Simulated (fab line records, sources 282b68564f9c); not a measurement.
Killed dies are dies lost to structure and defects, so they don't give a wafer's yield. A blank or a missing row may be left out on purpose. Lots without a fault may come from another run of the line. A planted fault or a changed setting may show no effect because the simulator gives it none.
Which tool did it? | flow rit_cmos | 7 lots, 21 wafers sampled, at 2 steps of a route of 202

WHAT THE GAUGES READ, wafer by wafer
RIT_NRETRO_TW_MEAS_10.
lot  | measured    | on            | NRETRO_TW
L170 | day 2 15:26 | film_metro-03 | 1046 1043 1043
L174 | day 3 12:29 | film_metro-03 | 1059 1058 1056
L176 | day 3 21:26 | film_metro-02 | 1054 1054 1050
L178 | day 4 08:01 | film_metro-03 | 1054 1052 1049
L186 | day 6 00:03 | film_metro-01 | 1055 1057 1052
L188 | day 6 09:25 | film_metro-01 | 1059 1061 1062
L191 | day 7 01:59 | film_metro-01 | 1052 1056 1056

WHICH TOOL RAN EACH LOT (tool, then ch and the chambers of the sampled wafers, then the start)
lot  | RIT_NRETRO_IMPLANT_08
L170 | implanter-03 ch 0, day 2 15:09
L174 | implanter-04 ch 0, day 3 12:11
L176 | implanter-03 ch 0, day 3 21:07
L178 | implanter-03 ch 0, day 4 07:43
L186 | implanter-01 ch 0, day 5 23:43
L188 | implanter-03 ch 0, day 6 09:05
L191 | implanter-04 ch 0, day 7 01:41
- RIT_NRETRO_IMPLANT_08

THE ANSWER, worked out from the rows above alone
Rule: what is usual is taken from the lots themselves. Put in order of their means at a reading, lots are off if they are a third of the lots or fewer, leave a main group of 4 or more, and stand apart from it by a gap of 3 or more times the standard deviation of the main group's means; of several such gaps the widest counts. A main group whose means are all the same, to the digits that the tables above print for the reading, isn't used. A lot without any number at a reading at which 4 lots or more have one is off too. The other lots that the step has rows for count as sound.
No lot is off at any reading shown: from this, nothing can be told.

WHAT THE SIMULATOR HAD PUT IN
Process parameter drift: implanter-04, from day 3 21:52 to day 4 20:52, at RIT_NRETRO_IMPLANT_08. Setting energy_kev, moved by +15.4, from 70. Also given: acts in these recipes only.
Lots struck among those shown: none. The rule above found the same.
